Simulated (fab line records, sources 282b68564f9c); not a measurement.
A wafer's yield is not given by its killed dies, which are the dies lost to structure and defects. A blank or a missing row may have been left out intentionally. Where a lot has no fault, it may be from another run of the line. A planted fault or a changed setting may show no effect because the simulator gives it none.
fab line records :: flow rit-cmos
record:
  lots: 6
  wafers: 18
  last-day: 7
route steps=202 shown CONTACT@178 M1@184
lots untouched by any fault: they come from a run of this same line in which no faults occurred
start-h: hours from the record's first day to the start of the lot's first wafer shown :: wait-h: time in hours since the lot's previous step :: " the same as in the row above :: L1.1+2: one row covering several wafers at once :: - no value, or no start given :: * or withheld: withheld :: < > ~ a bound
route shown NAME@n: names a module that has steps shown in the file, with the first one's number in the route :: usual: mean/standard deviation taken from wafers without a fault :: same: alike in all rows :: chamber/n: place in a boat :: sites: readings site by site :: _std_site: how widely they spread, as a standard deviation :: _edge_site: mean of outer sites minus mean of inner sites :: radius-mm: for every site, how far away it sits from the centre of the wafer :: mask NAME#n: copy n :: behind: the most recent tool/chamber to have shaped the wafer :: hold: why the lot was held/for how many hours/how that ended :: device: names the non-switching transistor (n, p or np) :: end of line: tests of these same wafers at the route's end :: where a step has no rows: the recipe by itself :: killed: count of dies lost to structure and defects at first sort (not the wafer's yield) :: map: dies across one wafer; x = killed, . = not, _ = none there
set.NAME: the run value of the setting; set.NAME@STEP: its run value at that earlier step :: model.NAME: the simulator's own value behind a step, which no gauge read
a table for each step, a row for each wafer; lots at some steps of the route
services: the hour from which a tool's chamber was out of use, counted from the record's first day as start-h (under 0 if before that day), plus the number of hours and why
== steps ==
step: RIT_CONTACT_HARDBAKE_10
recipe:
  resist: NOVOLAK
  temp-c: 140
  time-s: 60
step: RIT_CONTACT_ETCH_11
recipe:
  target-depth-a: 4800
  over-etch-frac: 0.2
  stop-on: TiSi2
  chemistry: CHF3/CF4/Ar
  target: SiO2
  CHF3_flow_sccm: 50
  cf4-flow-sccm: 10
  Ar_flow_sccm: 100
  O2_flow_sccm: 5
  pressure-mtorr: 100
  rf-w: 200
  time-s: 320
usual:
  cf4-flow-sccm: 10.00/0.033
  chamber-pressure-mTorr: 99.99/0.1
  drypump-motor-current-A: 5.9/0.41
  oes-product-au: 0.985/0.0097
  throttle-valve-pct: 8.91/0.17
same:
  time-s: 320
lot.wafer: L717.1
tool: rie-diel-03
chamber: 2
start-h: 58.63
wait-h: 0.1
cf4-flow-sccm: 10.06
chamber-pressure-mTorr: 100.03
drypump-motor-current-A: 5.6
oes-product-au: 0.983
rf-hours-counter-h: 110
throttle-valve-pct: 8.94

lot.wafer: L717.2
tool: rie-diel-03
chamber: 1
start-h: 58.63
wait-h: 0.1
cf4-flow-sccm: 9.97
chamber-pressure-mTorr: 100.03
drypump-motor-current-A: 6.0
oes-product-au: 0.990
rf-hours-counter-h: 47
throttle-valve-pct: 8.56

lot.wafer: L717.6
tool: rie-diel-03
chamber: 2
start-h: 58.63
wait-h: 0.1
cf4-flow-sccm: 10.06
chamber-pressure-mTorr: 100.01
drypump-motor-current-A: 5.6
oes-product-au: 0.984
rf-hours-counter-h: -
throttle-valve-pct: 8.95

lot.wafer: L719.2
tool: rie-diel-03
chamber: 2
start-h: 71.86
wait-h: 0.1
cf4-flow-sccm: 9.99
chamber-pressure-mTorr: 99.90
drypump-motor-current-A: 5.6
oes-product-au: 0.981
rf-hours-counter-h: 110
throttle-valve-pct: 8.94

lot.wafer: L719.3
tool: rie-diel-03
chamber: 3
start-h: 71.86
wait-h: 0.1
cf4-flow-sccm: 9.97
chamber-pressure-mTorr: 100.00
drypump-motor-current-A: 5.7
oes-product-au: 0.982
rf-hours-counter-h: 100
throttle-valve-pct: 8.78

lot.wafer: L719.5
tool: rie-diel-03
chamber: 1
start-h: 71.86
wait-h: 0.1
cf4-flow-sccm: 9.94
chamber-pressure-mTorr: 99.87
drypump-motor-current-A: 6.0
oes-product-au: 0.987
rf-hours-counter-h: -
throttle-valve-pct: 8.55

lot.wafer: L720.2
tool: rie-diel-02
chamber: 0
start-h: 74.24
wait-h: 0.1
cf4-flow-sccm: 10.02
chamber-pressure-mTorr: 99.94
drypump-motor-current-A: 5.7
oes-product-au: 0.986
rf-hours-counter-h: 83
throttle-valve-pct: 9.03

lot.wafer: L720.4
tool: rie-diel-02
chamber: 1
start-h: 74.24
wait-h: 0.1
cf4-flow-sccm: 10.03
chamber-pressure-mTorr: 100.00
drypump-motor-current-A: 5.9
oes-product-au: 0.996
rf-hours-counter-h: 124
throttle-valve-pct: 9.13

lot.wafer: L720.6
tool: rie-diel-02
chamber: 0
start-h: 74.24
wait-h: 0.1
cf4-flow-sccm: 10.02
chamber-pressure-mTorr: 99.86
drypump-motor-current-A: 5.7
oes-product-au: 0.984
rf-hours-counter-h: -
throttle-valve-pct: 9.05

lot.wafer: L728.3
tool: rie-diel-03
chamber: 2
start-h: 115.25
wait-h: 0.1
cf4-flow-sccm: 10.01
chamber-pressure-mTorr: 99.87
drypump-motor-current-A: 5.6
oes-product-au: 0.977
rf-hours-counter-h: 111
throttle-valve-pct: 8.95

lot.wafer: L728.4
tool: rie-diel-03
chamber: 1
start-h: 115.25
wait-h: 0.1
cf4-flow-sccm: 10.00
chamber-pressure-mTorr: 99.94
drypump-motor-current-A: 6.0
oes-product-au: 0.980
rf-hours-counter-h: 49
throttle-valve-pct: 8.54

lot.wafer: L728.5
tool: rie-diel-03
chamber: 2
start-h: 115.25
wait-h: 0.1
cf4-flow-sccm: 9.99
chamber-pressure-mTorr: 99.77
drypump-motor-current-A: 5.6
oes-product-au: 0.975
rf-hours-counter-h: -
throttle-valve-pct: 8.93

lot.wafer: L730.1
tool: rie-diel-04
chamber: 2
start-h: 125.93
wait-h: 0.1
cf4-flow-sccm: 9.97
chamber-pressure-mTorr: 100.10
drypump-motor-current-A: 6.0
oes-product-au: 0.989
rf-hours-counter-h: 15
throttle-valve-pct: 9.04

lot.wafer: L730.4
tool: rie-diel-04
chamber: 1
start-h: 125.93
wait-h: 0.1
cf4-flow-sccm: 9.97
chamber-pressure-mTorr: 99.97
drypump-motor-current-A: 5.3
oes-product-au: 0.967
rf-hours-counter-h: 9
throttle-valve-pct: 9.09

lot.wafer: L730.6
tool: rie-diel-04
chamber: 3
start-h: 125.93
wait-h: 0.1
cf4-flow-sccm: 9.96
chamber-pressure-mTorr: 100.14
drypump-motor-current-A: 5.1
oes-product-au: 0.977
rf-hours-counter-h: -
throttle-valve-pct: 8.81

lot.wafer: L736.1
tool: rie-diel-03
chamber: 3
start-h: 154.81
wait-h: 0.1
cf4-flow-sccm: 10.05
chamber-pressure-mTorr: 100.11
drypump-motor-current-A: 5.7
oes-product-au: 0.984
rf-hours-counter-h: 102
throttle-valve-pct: 8.77

lot.wafer: L736.2
tool: rie-diel-03
chamber: 1
start-h: 154.81
wait-h: 0.1
cf4-flow-sccm: 10.02
chamber-pressure-mTorr: 100.14
drypump-motor-current-A: 6.0
oes-product-au: 0.984
rf-hours-counter-h: 49
throttle-valve-pct: 8.55

lot.wafer: L736.5
tool: rie-diel-03
chamber: 1
start-h: 154.81
wait-h: 0.1
cf4-flow-sccm: 10.04
chamber-pressure-mTorr: 99.93
drypump-motor-current-A: 6.0
oes-product-au: 0.992
rf-hours-counter-h: -
throttle-valve-pct: 8.54
step: RIT_CONTACT_STRIP_12
recipe:
  chemistry: O2
  time-s: 180
  resist: NOVOLAK
  platen-temp-c: withheld
  power-w: 500
  pressure-mtorr: 4000
  o2-flow-sccm: 4000
usual:
  chamber-pressure-mTorr: 4000/3.6
  drypump-motor-current-A: 5.9/0.67
same:
  time-s: 180
lot.wafer: L717.1
tool: plasma-asher-01
chamber: 0
start-h: 58.83
wait-h: 0.1
chamber-pressure-mTorr: 3994
drypump-motor-current-A: 6.6
rf-hours-counter-h: 41

lot.wafer: L717.2
tool: plasma-asher-01
chamber: 1
start-h: 58.83
wait-h: 0.1
chamber-pressure-mTorr: 4006
drypump-motor-current-A: 6.0
rf-hours-counter-h: 41

lot.wafer: L717.6
tool: plasma-asher-01
chamber: 1
start-h: 58.83
wait-h: 0.1
chamber-pressure-mTorr: 3998
drypump-motor-current-A: 6.1
rf-hours-counter-h: -

lot.wafer: L719.2
tool: plasma-asher-01
chamber: 1
start-h: 72.06
wait-h: 0.1
chamber-pressure-mTorr: 3999
drypump-motor-current-A: 6.1
rf-hours-counter-h: 43

lot.wafer: L719.3
tool: plasma-asher-01
chamber: 1
start-h: 72.06
wait-h: 0.1
chamber-pressure-mTorr: 4002
drypump-motor-current-A: 6.1
rf-hours-counter-h: -

lot.wafer: L719.5
tool: plasma-asher-01
chamber: 1
start-h: 72.06
wait-h: 0.1
chamber-pressure-mTorr: 4003
drypump-motor-current-A: 6.1
rf-hours-counter-h: -

lot.wafer: L720.2
tool: plasma-asher-02
chamber: 1
start-h: 74.44
wait-h: 0.1
chamber-pressure-mTorr: 4000
drypump-motor-current-A: 6.4
rf-hours-counter-h: 43

lot.wafer: L720.4
tool: plasma-asher-02
chamber: 0
start-h: 74.44
wait-h: 0.1
chamber-pressure-mTorr: 4001
drypump-motor-current-A: 4.6
rf-hours-counter-h: -

lot.wafer: L720.6
tool: plasma-asher-02
chamber: 1
start-h: 74.44
wait-h: 0.1
chamber-pressure-mTorr: 3998
drypump-motor-current-A: 6.4
rf-hours-counter-h: -

lot.wafer: L728.3
tool: plasma-asher-03
chamber: 1
start-h: 115.50
wait-h: 0.2
chamber-pressure-mTorr: 4002
drypump-motor-current-A: 5.0
rf-hours-counter-h: -

lot.wafer: L728.4
tool: plasma-asher-03
chamber: 0
start-h: 115.50
wait-h: 0.2
chamber-pressure-mTorr: 4003
drypump-motor-current-A: 6.1
rf-hours-counter-h: -

lot.wafer: L728.5
tool: plasma-asher-03
chamber: 0
start-h: 115.50
wait-h: 0.2
chamber-pressure-mTorr: 4002
drypump-motor-current-A: 6.1
rf-hours-counter-h: -

lot.wafer: L730.1
tool: plasma-asher-02
chamber: 1
start-h: 126.13
wait-h: 0.1
chamber-pressure-mTorr: 3998
drypump-motor-current-A: 6.4
rf-hours-counter-h: 1

lot.wafer: L730.4
tool: plasma-asher-02
chamber: 0
start-h: 126.13
wait-h: 0.1
chamber-pressure-mTorr: 4004
drypump-motor-current-A: 4.6
rf-hours-counter-h: -

lot.wafer: L730.6
tool: plasma-asher-02
chamber: 1
start-h: 126.13
wait-h: 0.1
chamber-pressure-mTorr: 4000
drypump-motor-current-A: 6.4
rf-hours-counter-h: -

lot.wafer: L736.1
tool: plasma-asher-03
chamber: 0
start-h: 155.00
wait-h: 0.1
chamber-pressure-mTorr: 4001
drypump-motor-current-A: 6.1
rf-hours-counter-h: 35

lot.wafer: L736.2
tool: plasma-asher-03
chamber: 1
start-h: 155.00
wait-h: 0.1
chamber-pressure-mTorr: 3998
drypump-motor-current-A: 5.1
rf-hours-counter-h: 35

lot.wafer: L736.5
tool: plasma-asher-03
chamber: 1
start-h: 155.00
wait-h: 0.1
chamber-pressure-mTorr: 4000
drypump-motor-current-A: 5.1
rf-hours-counter-h: -
step: RIT_CONTACT_CD_MEAS_90
recipe:
  target-cd-nm: 1000
usual:
  cd-nm: 999.6/2.4
lot.wafer: L717.1
tool: cd-sem-01
chamber: -
start-h: 59.00
wait-h: 0.1
cd-nm: 1000.3

lot.wafer: L717.2
tool: cd-sem-01
chamber: -
start-h: 59.00
wait-h: 0.1
cd-nm: 1001.3

lot.wafer: L717.6
tool: cd-sem-01
chamber: -
start-h: 59.00
wait-h: 0.1
cd-nm: 1002.1

lot.wafer: L719.2
tool: cd-sem-01
chamber: -
start-h: 72.25
wait-h: 0.1
cd-nm: 998.5

lot.wafer: L719.3
tool: cd-sem-01
chamber: -
start-h: 72.25
wait-h: 0.1
cd-nm: 1000.7

lot.wafer: L719.5
tool: cd-sem-01
chamber: -
start-h: 72.25
wait-h: 0.1
cd-nm: 997.8

lot.wafer: L720.2
tool: cd-sem-01
chamber: -
start-h: 74.63
wait-h: 0.1
cd-nm: 1001.2

lot.wafer: L720.4
tool: cd-sem-01
chamber: -
start-h: 74.63
wait-h: 0.1
cd-nm: 999.6

lot.wafer: L720.6
tool: cd-sem-01
chamber: -
start-h: 74.63
wait-h: 0.1
cd-nm: 999.5

lot.wafer: L728.3
tool: cd-sem-01
chamber: -
start-h: 115.66
wait-h: 0.1
cd-nm: 999.8

lot.wafer: L728.4
tool: cd-sem-01
chamber: -
start-h: 115.66
wait-h: 0.1
cd-nm: 999.4

lot.wafer: L728.5
tool: cd-sem-01
chamber: -
start-h: 115.66
wait-h: 0.1
cd-nm: 1000.6

lot.wafer: L730.1
tool: cd-sem-02
chamber: -
start-h: 126.41
wait-h: 0.2
cd-nm: 996.8

lot.wafer: L730.4
tool: cd-sem-02
chamber: -
start-h: 126.41
wait-h: 0.2
cd-nm: 997.6

lot.wafer: L730.6
tool: cd-sem-02
chamber: -
start-h: 126.41
wait-h: 0.2
cd-nm: 997.6

lot.wafer: L736.1
tool: cd-sem-02
chamber: -
start-h: 155.18
wait-h: 0.1
cd-nm: 1000.3

lot.wafer: L736.2
tool: cd-sem-02
chamber: -
start-h: 155.18
wait-h: 0.1
cd-nm: 1001.0

lot.wafer: L736.5
tool: cd-sem-02
chamber: -
start-h: 155.18
wait-h: 0.1
cd-nm: 1001.6
step: RIT_CONTACT_CLEAN_13
recipe:
  chemistry: SC1
  mix: 3:3:50
  time-s: 600
  temp-c: 75
step: RIT_CONTACT_CLEAN_14
recipe:
  chemistry: SC2
  mix: 3:3:50
  time-s: 600
  temp-c: 75
  dry: n2-spin
step: RIT_M1_SPUTTER_00
recipe:
  material: Al
  target-thk-nm: 400
  power-w: 2000
  chamber-pressure-pa: 0.4
  gas: Ar
  time-s: 487
  substrate-temp-c: 25
usual:
  cathode-dc-power-W: 2000.0/0.35
  throttle-valve-pct: 29.7/0.92
same:
  time-s: 487
lot.wafer: L717.1
tool: pvd-sputter-02
chamber: -
start-h: 59.51
wait-h: 0.0
cathode-dc-power-W: 1999.9
throttle-valve-pct: 31.1

lot.wafer: L717.2
tool: pvd-sputter-02
chamber: -
start-h: 59.51
wait-h: 0.0
cathode-dc-power-W: 2000.9
throttle-valve-pct: 29.3

lot.wafer: L717.6
tool: pvd-sputter-02
chamber: -
start-h: 59.51
wait-h: 0.0
cathode-dc-power-W: 2000.1
throttle-valve-pct: 29.6

lot.wafer: L719.2
tool: pvd-sputter-04
chamber: -
start-h: 72.70
wait-h: 0.0
cathode-dc-power-W: 2000.2
throttle-valve-pct: 30.3

lot.wafer: L719.3
tool: pvd-sputter-04
chamber: -
start-h: 72.70
wait-h: 0.0
cathode-dc-power-W: 2000.6
throttle-valve-pct: 29.1

lot.wafer: L719.5
tool: pvd-sputter-04
chamber: -
start-h: 72.70
wait-h: 0.0
cathode-dc-power-W: 2000.8
throttle-valve-pct: 30.0

lot.wafer: L720.2
tool: pvd-sputter-01
chamber: -
start-h: 75.10
wait-h: 0.0
cathode-dc-power-W: 2000.1
throttle-valve-pct: 28.9

lot.wafer: L720.4
tool: pvd-sputter-01
chamber: -
start-h: 75.10
wait-h: 0.0
cathode-dc-power-W: 2000.2
throttle-valve-pct: 30.9

lot.wafer: L720.6
tool: pvd-sputter-01
chamber: -
start-h: 75.10
wait-h: 0.0
cathode-dc-power-W: 1999.9
throttle-valve-pct: 30.0

lot.wafer: L728.3
tool: pvd-sputter-01
chamber: -
start-h: 116.11
wait-h: 0.0
cathode-dc-power-W: 2000.2
throttle-valve-pct: 28.8

lot.wafer: L728.4
tool: pvd-sputter-01
chamber: -
start-h: 116.11
wait-h: 0.0
cathode-dc-power-W: 2000.1
throttle-valve-pct: 29.9

lot.wafer: L728.5
tool: pvd-sputter-01
chamber: -
start-h: 116.11
wait-h: 0.0
cathode-dc-power-W: 2000.6
throttle-valve-pct: 28.7

lot.wafer: L730.1
tool: pvd-sputter-04
chamber: -
start-h: 126.88
wait-h: 0.0
cathode-dc-power-W: 1999.8
throttle-valve-pct: 31.0

lot.wafer: L730.4
tool: pvd-sputter-04
chamber: -
start-h: 126.88
wait-h: 0.0
cathode-dc-power-W: 2000.3
throttle-valve-pct: 30.0

lot.wafer: L730.6
tool: pvd-sputter-04
chamber: -
start-h: 126.88
wait-h: 0.0
cathode-dc-power-W: 2000.0
throttle-valve-pct: 28.8

lot.wafer: L736.1
tool: pvd-sputter-01
chamber: -
start-h: 155.65
wait-h: 0.0
cathode-dc-power-W: 2000.5
throttle-valve-pct: 30.0

lot.wafer: L736.2
tool: pvd-sputter-01
chamber: -
start-h: 155.65
wait-h: 0.0
cathode-dc-power-W: 2000.2
throttle-valve-pct: 30.6

lot.wafer: L736.5
tool: pvd-sputter-01
chamber: -
start-h: 155.65
wait-h: 0.0
cathode-dc-power-W: 1999.8
throttle-valve-pct: 30.8
step: RIT_M1_RS_MEAS_01
recipe:
  thk-meas-gauge: four-point-probe
  reads: Al_of_M1_SPUTTER_00
usual:
  M1_AL_RS: 0.0750/0.0011
lot.wafer: L717.1
tool: film-metro-03
chamber: -
start-h: 59.80
wait-h: 0.2
M1_AL_RS[ohm/sq]: 0.0744

lot.wafer: L717.2
tool: film-metro-03
chamber: -
start-h: 59.80
wait-h: 0.2
M1_AL_RS[ohm/sq]: 0.0758

lot.wafer: L717.6
tool: film-metro-03
chamber: -
start-h: 59.80
wait-h: 0.2
M1_AL_RS[ohm/sq]: 0.0744

lot.wafer: L719.2
tool: film-metro-02
chamber: -
start-h: 73.01
wait-h: 0.2
M1_AL_RS[ohm/sq]: 0.0757

lot.wafer: L719.3
tool: film-metro-02
chamber: -
start-h: 73.01
wait-h: 0.2
M1_AL_RS[ohm/sq]: 0.0764

lot.wafer: L719.5
tool: film-metro-02
chamber: -
start-h: 73.01
wait-h: 0.2
M1_AL_RS[ohm/sq]: 0.0757

lot.wafer: L720.2
tool: film-metro-01
chamber: -
start-h: 75.41
wait-h: 0.2
M1_AL_RS[ohm/sq]: 0.0747

lot.wafer: L720.4
tool: film-metro-01
chamber: -
start-h: 75.41
wait-h: 0.2
M1_AL_RS[ohm/sq]: 0.0756

lot.wafer: L720.6
tool: film-metro-01
chamber: -
start-h: 75.41
wait-h: 0.2
M1_AL_RS[ohm/sq]: 0.0737

lot.wafer: L728.3
tool: film-metro-03
chamber: -
start-h: 116.44
wait-h: 0.2
M1_AL_RS[ohm/sq]: 0.0772

lot.wafer: L728.4
tool: film-metro-03
chamber: -
start-h: 116.44
wait-h: 0.2
M1_AL_RS[ohm/sq]: 0.0753

lot.wafer: L728.5
tool: film-metro-03
chamber: -
start-h: 116.44
wait-h: 0.2
M1_AL_RS[ohm/sq]: 0.0769

lot.wafer: L730.1
tool: film-metro-01
chamber: -
start-h: 127.22
wait-h: 0.2
M1_AL_RS[ohm/sq]: 0.0737

lot.wafer: L730.4
tool: film-metro-01
chamber: -
start-h: 127.22
wait-h: 0.2
M1_AL_RS[ohm/sq]: 0.0731

lot.wafer: L730.6
tool: film-metro-01
chamber: -
start-h: 127.22
wait-h: 0.2
M1_AL_RS[ohm/sq]: 0.0752

lot.wafer: L736.1
tool: film-metro-01
chamber: -
start-h: 155.98
wait-h: 0.2
M1_AL_RS[ohm/sq]: 0.0739

lot.wafer: L736.2
tool: film-metro-01
chamber: -
start-h: 155.98
wait-h: 0.2
M1_AL_RS[ohm/sq]: 0.0751

lot.wafer: L736.5
tool: film-metro-01
chamber: -
start-h: 155.98
wait-h: 0.2
M1_AL_RS[ohm/sq]: 0.0753
step: RIT_M1_THK_MEAS_02
recipe:
  thk-meas-gauge: xrf
  reads: Al_of_M1_SPUTTER_00
usual:
  M1_AL_THK: 388/5.7
lot.wafer: L717.1
tool: film-metro-03
chamber: -
start-h: 59.92
wait-h: 0.1
M1_AL_THK[nm]: 389

lot.wafer: L717.2
tool: film-metro-03
chamber: -
start-h: 59.92
wait-h: 0.1
M1_AL_THK[nm]: 382

lot.wafer: L717.6
tool: film-metro-03
chamber: -
start-h: 59.92
wait-h: 0.1
M1_AL_THK[nm]: 390

lot.wafer: L719.2
tool: film-metro-02
chamber: -
start-h: 73.12
wait-h: 0.1
M1_AL_THK[nm]: 385

lot.wafer: L719.3
tool: film-metro-02
chamber: -
start-h: 73.12
wait-h: 0.1
M1_AL_THK[nm]: 381

lot.wafer: L719.5
tool: film-metro-02
chamber: -
start-h: 73.12
wait-h: 0.1
M1_AL_THK[nm]: 383

lot.wafer: L720.2
tool: film-metro-01
chamber: -
start-h: 75.52
wait-h: 0.1
M1_AL_THK[nm]: 390

lot.wafer: L720.4
tool: film-metro-01
chamber: -
start-h: 75.52
wait-h: 0.1
M1_AL_THK[nm]: 386

lot.wafer: L720.6
tool: film-metro-01
chamber: -
start-h: 75.52
wait-h: 0.1
M1_AL_THK[nm]: 397

lot.wafer: L728.3
tool: film-metro-03
chamber: -
start-h: 116.54
wait-h: 0.1
M1_AL_THK[nm]: 378

lot.wafer: L728.4
tool: film-metro-03
chamber: -
start-h: 116.54
wait-h: 0.1
M1_AL_THK[nm]: 387

lot.wafer: L728.5
tool: film-metro-03
chamber: -
start-h: 116.54
wait-h: 0.1
M1_AL_THK[nm]: 380

lot.wafer: L730.1
tool: film-metro-01
chamber: -
start-h: 127.34
wait-h: 0.1
M1_AL_THK[nm]: 395

lot.wafer: L730.4
tool: film-metro-01
chamber: -
start-h: 127.34
wait-h: 0.1
M1_AL_THK[nm]: 398

lot.wafer: L730.6
tool: film-metro-01
chamber: -
start-h: 127.34
wait-h: 0.1
M1_AL_THK[nm]: 388

lot.wafer: L736.1
tool: film-metro-01
chamber: -
start-h: 156.10
wait-h: 0.1
M1_AL_THK[nm]: 390

lot.wafer: L736.2
tool: film-metro-01
chamber: -
start-h: 156.10
wait-h: 0.1
M1_AL_THK[nm]: 387

lot.wafer: L736.5
tool: film-metro-01
chamber: -
start-h: 156.10
wait-h: 0.1
M1_AL_THK[nm]: 388
step: RIT_M1_HMDS_03
recipe:
  prime-time-s: 60
  prime-temp-c: 140
step: RIT_M1_COAT_04
recipe:
  resist: NOVOLAK
  spin-rpm: 2000
  resist-thk-nm: 1300
step: RIT_M1_SOFTBAKE_05
recipe:
  resist: NOVOLAK
  temp-c: 90
  time-s: 60
step: RIT_M1_EXPOSE_06
recipe:
  mask-id: M12
  na: 0.6
  source-shape: conventional
  sigma-outer: 0.5
  target-cd-nm: 2600
  dose-mj: 250
usual:
  exposure-dose-mJ-cm2: 249.95/0.3
  focus-offset-nm: 0.0/0.51
lot.wafer: L717.1
tool: iline-stepper-02
chamber: 0
start-h: 60.56
wait-h: 0.2
mask: M12#0
exposure-dose-mJ-cm2: 249.72
focus-offset-nm: 0.5

lot.wafer: L717.2
tool: iline-stepper-02
chamber: 0
start-h: 60.56
wait-h: 0.2
mask: M12#0
exposure-dose-mJ-cm2: 249.76
focus-offset-nm: 0.7

lot.wafer: L717.6
tool: iline-stepper-02
chamber: 0
start-h: 60.56
wait-h: 0.2
mask: M12#0
exposure-dose-mJ-cm2: 249.76
focus-offset-nm: 0.4

lot.wafer: L719.2
tool: iline-stepper-02
chamber: -
start-h: 73.64
wait-h: 0.1
mask: M12#0
exposure-dose-mJ-cm2: -
focus-offset-nm: -

lot.wafer: L719.3
tool: iline-stepper-02
chamber: -
start-h: 73.64
wait-h: 0.1
mask: M12#0
exposure-dose-mJ-cm2: -
focus-offset-nm: -

lot.wafer: L719.5
tool: iline-stepper-02
chamber: -
start-h: 73.64
wait-h: 0.1
mask: M12#0
exposure-dose-mJ-cm2: -
focus-offset-nm: -

lot.wafer: L720.2
tool: iline-stepper-02
chamber: -
start-h: 76.04
wait-h: 0.1
mask: M12#0
exposure-dose-mJ-cm2: -
focus-offset-nm: -

lot.wafer: L720.4
tool: iline-stepper-02
chamber: -
start-h: 76.04
wait-h: 0.1
mask: M12#0
exposure-dose-mJ-cm2: -
focus-offset-nm: -

lot.wafer: L720.6
tool: iline-stepper-02
chamber: -
start-h: 76.04
wait-h: 0.1
mask: M12#0
exposure-dose-mJ-cm2: -
focus-offset-nm: -

lot.wafer: L728.3
tool: iline-stepper-01
chamber: 0
start-h: 117.19
wait-h: 0.2
mask: M12#0
exposure-dose-mJ-cm2: 249.65
focus-offset-nm: -0.5

lot.wafer: L728.4
tool: iline-stepper-01
chamber: 0
start-h: 117.19
wait-h: 0.2
mask: M12#0
exposure-dose-mJ-cm2: 249.65
focus-offset-nm: -0.9

lot.wafer: L728.5
tool: iline-stepper-01
chamber: 0
start-h: 117.19
wait-h: 0.2
mask: M12#0
exposure-dose-mJ-cm2: 249.32
focus-offset-nm: 0.0

lot.wafer: L730.1
tool: iline-stepper-01
chamber: 0
start-h: 127.85
wait-h: 0.1
mask: M12#0
exposure-dose-mJ-cm2: 250.06
focus-offset-nm: 1.1

lot.wafer: L730.4
tool: iline-stepper-01
chamber: 0
start-h: 127.85
wait-h: 0.1
mask: M12#0
exposure-dose-mJ-cm2: 249.61
focus-offset-nm: -0.5

lot.wafer: L730.6
tool: iline-stepper-01
chamber: 0
start-h: 127.85
wait-h: 0.1
mask: M12#0
exposure-dose-mJ-cm2: 250.23
focus-offset-nm: 0.8

lot.wafer: L736.1
tool: iline-stepper-01
chamber: 0
start-h: 156.61
wait-h: 0.1
mask: M12#0
exposure-dose-mJ-cm2: 249.94
focus-offset-nm: 0.7

lot.wafer: L736.2
tool: iline-stepper-01
chamber: 0
start-h: 156.61
wait-h: 0.1
mask: M12#0
exposure-dose-mJ-cm2: 249.74
focus-offset-nm: 0.2

lot.wafer: L736.5
tool: iline-stepper-01
chamber: 0
start-h: 156.61
wait-h: 0.1
mask: M12#0
exposure-dose-mJ-cm2: 249.97
focus-offset-nm: 1.0
step: RIT_M1_PEB_07
recipe:
  resist: NOVOLAK
  temp-c: withheld
  time-s: withheld
== services ==
tool: rie-diel-03
chamber: -
start-h: 34.93
hours: 0.7
kind: repair

tool: rie-diel-04
chamber: 0
start-h: 40.23
hours: 6.9
kind: repair

tool: rie-diel-02
chamber: 1
start-h: 43.86
hours: 9.4
kind: repair

tool: rie-diel-03
chamber: 3
start-h: 45.66
hours: 4.7
kind: repair

tool: rie-diel-03
chamber: 3
start-h: 53.15
hours: 5.8
kind: repair

tool: pvd-sputter-02
chamber: -
start-h: 56.65
hours: 2.5
kind: repair

tool: rie-diel-04
chamber: 0
start-h: 81.76
hours: 17.9
kind: repair

tool: rie-diel-02
chamber: 0
start-h: 87.69
hours: 5.5
kind: repair

tool: plasma-asher-02
chamber: -
start-h: 108.75
hours: 9.0
kind: pm

tool: plasma-asher-02
chamber: 0
start-h: 108.75
hours: 9.0
kind: vent-cycle

tool: plasma-asher-02
chamber: 1
start-h: 108.75
hours: 9.0
kind: vent-cycle

tool: iline-stepper-02
chamber: -
start-h: 110.15
hours: 1.7
kind: pm

tool: plasma-asher-03
chamber: -
start-h: 111.20
hours: 2.5
kind: repair

tool: iline-stepper-01
chamber: -
start-h: 113.32
hours: 1.7
kind: pm

tool: plasma-asher-02
chamber: 0
start-h: 117.75
hours: -
kind: clean

tool: plasma-asher-02
chamber: 1
start-h: 117.75
hours: -
kind: clean

tool: iline-stepper-02
chamber: -
start-h: 119.40
hours: 11.1
kind: repair

tool: pvd-sputter-01
chamber: -
start-h: 120.80
hours: 13.5
kind: repair

tool: rie-diel-02
chamber: 0
start-h: 125.95
hours: 1.6
kind: repair

tool: rie-diel-02
chamber: 2
start-h: 135.33
hours: 16.1
kind: repair

tool: rie-diel-04
chamber: 3
start-h: 136.91
hours: 9.2
kind: repair

tool: rie-diel-03
chamber: 3
start-h: 140.91
hours: 4.5
kind: repair

tool: pvd-sputter-01
chamber: -
start-h: 148.84
hours: 2.8
kind: repair

tool: pvd-sputter-02
chamber: -
start-h: 151.51
hours: 2.6
kind: repair
== key ==
first-sign:
  step: RIT_M1_EXPOSE_06
  reading: tool-record
  direction: missing
effect none on later readings
met-at RIT_M1_EXPOSE_06
struck-wafers L719.2,L719.3,L719.5,L720.2,L720.4,L720.6
later-rows-left-out L719.2,L719.3,L719.5,L720.2,L720.4,L720.6
sort-left-out L719.2,L719.3,L719.5,L720.2,L720.4,L720.6
tester-left-out L719
onset-between 60.56 73.64
earlier-fault:
  kind: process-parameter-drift
  tool: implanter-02
  chamber: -
  onset-h: 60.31
  steps: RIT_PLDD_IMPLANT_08
  channel: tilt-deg
  offset: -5
  spread-by-wafer: 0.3
  shape: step
  end-h: 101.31
  acts-in: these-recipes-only
  stated: 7
fault:
  kind: skipped-step-whole
  tool: iline-stepper-02
  chamber: -
  onset-h: 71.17
  steps: RIT_M1_EXPOSE_06
  scope: struck-lots-only
tester-left-out: of these lots the tester's yield and bins aren't shown, on N5 and GAA mostly nor the transistor test; their killed dies are dies lost to structure and defects alone, not to doping, threshold or leakage, so they don't give the yield
sort-left-out: the simulated sort isn't trusted on such a fault, so these wafers' sort isn't shown, and their yield isn't known
later-rows-left-out: the simulator's readings of these wafers behind a module that went badly wrong aren't trusted and aren't shown, but for the sort
